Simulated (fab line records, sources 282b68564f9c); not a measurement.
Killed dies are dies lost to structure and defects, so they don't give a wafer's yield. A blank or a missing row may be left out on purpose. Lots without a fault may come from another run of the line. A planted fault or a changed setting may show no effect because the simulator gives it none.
A struck lot beside a sound one | flow rit_cmos | 19 steps out of a route of 202
Sound: wafers L872.1, L872.3, L872.4. Struck: wafers L879.1, L879.3, L879.4. The cause comes at the end.
At each step with rows: each side's tool, then ch and its chambers, then its first start. Under that, the readings that differ: sound wafers | struck wafers | difference of the means | sigmas: that difference in standard deviations of wafers without a fault.
alike: readings whose means differ by less than 2 such deviations, and words and numbers that are the same on both sides. not compared: withheld readings, readings that some wafer has no value for, bounds like >300 that may hide the same value, and numbers for which the record gives no deviation and whose values overlap.
The two part at a step that has a row with sigmas, a row that says differs or no value, or rows on one side only. Numbers that don't overlap but have no deviation are shown without sigmas and don't part them. A reading that every wafer of one side lacks parts them only if that side has two wafers or more.

first, 3 steps without rows for these wafers: RIT_GATE_CLEAN_02 (cleans in dHF, time 30 s); RIT_GATE_CLEAN_03 (cleans in SC2, time 600 s); RIT_GATE_CLEAN_04 (cleans in dHF, time 60 s).
RIT_FOX2_THK_MEAS_91:
  sound on film_metro-01, day 2 11:41; struck on film_metro-01, day 3 22:25
  alike: FIELD_OXIDE_LEFT_2_THK
then, 2 steps without rows for these wafers: RIT_GATE_OXIDATION_05 (target thk 3 nm, ox time 270 s); RIT_GATE_ANNEAL_06 (time 600 s).
RIT_GATE_THK_MEAS_07:
  sound on film_metro-01, day 2 14:42; struck on film_metro-01, day 4 00:19
  alike: GATE_OXIDE_THK
then, 1 step without rows for these wafers: RIT_GATE_CVD_08 (deposits poly-Si from SiH4, target thk 250 nm, time 2220 s).
RIT_GATE_THK_MEAS_09:
  sound on film_metro-01, day 2 17:33; struck on film_metro-01, day 4 01:59
  alike: GATE_POLY_THK
then, 3 steps without rows for these wafers: RIT_GATE_HMDS_10 (prime time 60 s); RIT_GATE_COAT_11 (resist thk 850 nm); RIT_GATE_SOFTBAKE_12 (time 60 s).
RIT_GATE_EXPOSE_13: exposes mask M6, target cd 150 nm.
  sound on iline_stepper-02 ch 0, day 2 18:11; struck on iline_stepper-02 ch 0, day 4 02:30
  reading                      | sound                   | struck            | difference | sigmas
  model.GATE.overlay_x_nm (nm) | -0.2532 -0.2532 -0.2532 | 130.6 130.6 130.6 | +130.9     |
  alike: mask, stage_vel_mm_s
then, 2 steps without rows for these wafers: RIT_GATE_PEB_14; RIT_GATE_DEVELOP_15 (develop time 50 s).
RIT_GATE_CD_MEAS_16: target cd 150 nm.
  sound on cd_sem-02, day 2 18:46; struck on cd_sem-02, day 4 02:59
  alike: cd_nm
RIT_GATE_OVL_MEAS_17:
  sound on overlay-01, day 2 18:55; struck on overlay-02, day 4 03:07
  reading       | sound          | struck            | difference | sigmas
  GATE_OVL (nm) | -2.0 -1.0 -1.9 | 128.8 129.7 128.5 | +130.6     | +93
then, 1 step without rows for these wafers: RIT_GATE_HARDBAKE_18 (time 60 s).
RIT_M1_PROBE_99:
  sound on prober-02, day 3 15:20; struck on prober-01, day 5 00:58
  reading                                                 | sound                | struck               | difference | sigmas
  model.etest.pldd.width_nm (nm)                          | 3162 3156 3169       | 3134 3122 3126       | -35        |
  model.etest.nldd.width_nm (nm)                          | 3171 3167 3164       | 3114 3127 3129       | -44        |
  model.etest.select_edge_diode_p.leak_log10_a (angstrom) | -10.39 -10.52 -10.34 | -8.362 -8.459 -7.978 | +2.150     |
  model.etest.select_edge_diode_n.leak_log10_a (angstrom) | -9.887 -9.708 -9.563 | -7.83 -7.92 -7.793   | +1.87      |
  model.etest.gate_end_array.leak_log10_a_um              | -12.87 -12.88 -12.85 | -12.29 -12.13 -12.18 | +0.67      |
  alike: killed_at_M0_to_M3, killed_at_contacts, killed_at_front_end, killed_dies, killed_on_rim, killed_open, killed_short

WHERE THEY PART
Only at RIT_GATE_OVL_MEAS_17, within this record. Later steps at which nothing parts them and some readings are alike: RIT_M1_PROBE_99.

WHY: what the simulator had put in
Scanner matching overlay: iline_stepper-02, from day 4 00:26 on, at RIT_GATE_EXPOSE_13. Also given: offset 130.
